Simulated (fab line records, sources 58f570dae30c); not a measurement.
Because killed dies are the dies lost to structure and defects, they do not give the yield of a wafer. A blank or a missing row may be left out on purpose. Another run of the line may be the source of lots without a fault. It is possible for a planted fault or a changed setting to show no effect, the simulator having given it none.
Split-lot trial	flow berkeleyCmos170	5 lots, 23 wafers read, on a route of 331 steps

## ON THE SPLIT
At UCB170_PFIELD_IMPLANT_07, the setting doseCm2 was moved away from the recipe's 2e+13 on 10 of the 23 wafers read, by -6.4% to +5.2%. The other wafers ran this setting at the recipe's value.

## THE PATH FROM SPLIT TO READING: the file shows 1 step between them
- UCB170_PFIELD_STRIP_08: strips in O2

## THE READING
PFIELD_TW, at UCB170_PFIELD_TW_MEAS_09. On this fab line, fault-free wafers typically give 597 with a standard deviation of 5.2.

wafer	tool, chamber at the split	doseCm2 as run	against the recipe	PFIELD_TW	against lot-mates on the recipe
L074.1	implanter-04, 0	1.872e+13	-6.4%	581	-13
L074.3	implanter-04, 0	2e+13	recipe	592	-
L074.4	implanter-04, 0	2e+13	recipe	596	-
L074.5	implanter-04, 0	1.872e+13	-6.4%	581	-13
L074.6	implanter-04, 0	1.872e+13	-6.4%	582	-12
L080.1	implanter-03, 0	2e+13	recipe	597	-
L080.2	implanter-03, 0	1.962e+13	-1.9%	597	+2
L080.3	implanter-03, 0	2e+13	recipe	595	-
L080.4	implanter-03, 0	2e+13	recipe	593	-
L080.5	implanter-03, 0	1.962e+13	-1.9%	591	-4
L082.2	implanter-04, 0	2e+13	recipe	606	-
L082.4	implanter-04, 0	2e+13	recipe	604	-
L082.6	implanter-04, 0	2e+13	recipe	602	-
L081.1	implanter-03, 0	2e+13	recipe	599	-
L081.2	implanter-03, 0	2.104e+13	+5.2%	613	+14
L081.4	implanter-03, 0	2e+13	recipe	600	-
L081.5	implanter-03, 0	2.104e+13	+5.2%	607	+8
L081.6	implanter-03, 0	2e+13	recipe	598	-
L083.1	implanter-02, 0	2e+13	recipe	587	-
L083.3	implanter-02, 0	2e+13	recipe	592	-
L083.4	implanter-02, 0	2.099e+13	+5.0%	596	+6
L083.5	implanter-02, 0	2.099e+13	+5.0%	596	+6
L083.6	implanter-02, 0	2.099e+13	+5.0%	596	+6

FIT RESULTS
A straight line over all 23 wafers: PFIELD_TW changes by +1.69 for each +1% of doseCm2; r = +0.72; the points scatter about the line by 5.8.
The same after taking each lot's own level away (the mean of its wafers on the recipe; 23 wafers): +1.78 for each +1%; r = +0.94; scatter 2.3.
Per that fit: largest doseCm2 move, reading shift of 11.
The lots' own levels span 589.5 to 604.0, that is 2.8 times the standard deviation above.
So the lot-to-lot level blurs the effect unless lot-mates are compared.
Check: -11.1 against its lot-mates is what the line predicts for one of the wafers moved furthest among these (-6.4%) when that wafer is left out of the fit. Against them it came out at -13.

## THESE WAFERS: OTHER SPLITS
Note: prior to the reading, these wafers also went through further splits. Each is held against what the fit with the lots' levels taken away leaves over:
other split on the same wafers	wafers away from the commonest value	r with PFIELD_TW (lot level and that fit taken away)
UCB170_START_OXIDATION_02 oxTimeS	18	-0.27
UCB170_NWELL_OXIDATION_01 oxTimeS	15	+0.20
UCB170_NWELL_IMPLANT_14 energyKev	10	-0.03
UCB170_PWELL_CVD_05 pressureMtorr	10	-0.26
UCB170_ACTIVE_COAT_08 spinRpm	7	+0.15

## THE FILE'S OWN FIT
PFIELD_TW changes by +1.8 for each +1% of doseCm2, r = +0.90.
